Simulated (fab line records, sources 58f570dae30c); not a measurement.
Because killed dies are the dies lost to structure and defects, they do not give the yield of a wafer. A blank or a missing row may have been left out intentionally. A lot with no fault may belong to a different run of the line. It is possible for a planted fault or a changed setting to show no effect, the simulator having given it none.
Which tool was responsible?    flow berkeley cmos170    7 lots, 21 wafers sampled, at 2 steps of a route of 331

## WHAT THE GAUGES SHOWED, per wafer
UCB170_V1_BOW_MEAS_03.
lot   measured      on             V1_BOW (um)
L634  day 8 21:26   film metro-02  14 13 17
L638  day 9 19:41   film metro-02  29 27 10
L640  day 10 03:55  film metro-01  14 27 15
L645  day 11 09:47  film metro-01  21 17 17
L654  day 12 10:44  film metro-01  7 11 16
L652  day 12 13:27  film metro-01  13 17 18
L655  day 13 08:32  film metro-02  16 12 19

## TOOL THAT RAN EACH LOT (tool first, then ch and the chambers of the sampled wafers, then the start)
lot   UCB170_M1_METAL_ETCH_12
L634  rie metal-02 ch 0,1, day 8 19:13
L638  rie metal-04 ch 0,1, day 9 17:29
L640  rie metal-01 ch 0,1, day 10 01:41
L645  rie metal-01 ch 0,1, day 11 06:15
L654  rie metal-01 ch 0,1, day 12 08:31
L652  rie metal-04 ch 0,1, day 12 10:19
L655  rie metal-04 ch 0,1, day 13 06:20
- UCB170_M1_METAL_ETCH_12: etches Al in Cl2/BCl3, stops on PSG, target depth 780 nm, time 130 s.

## THE ANSWER, worked out from the rows above alone
Rule: the lots themselves supply what counts as usual. Put in order of their means at a reading, lots are off if they are a third of the lots or fewer, leave a main group of 4 or more, and stand apart from it by a gap of 3 or more times the standard deviation of the main group's means; of several such gaps the widest counts. A main group whose means are all the same, to the digits that the tables above print for the reading, isn't used. Also off: a lot with no number at a reading for which 4 or more lots have one. Where the step has rows for the other lots, those lots are counted as sound.
No lot is off on any of the readings shown, so nothing can be concluded from this.

## WHAT WAS PUT IN BY THE SIMULATOR
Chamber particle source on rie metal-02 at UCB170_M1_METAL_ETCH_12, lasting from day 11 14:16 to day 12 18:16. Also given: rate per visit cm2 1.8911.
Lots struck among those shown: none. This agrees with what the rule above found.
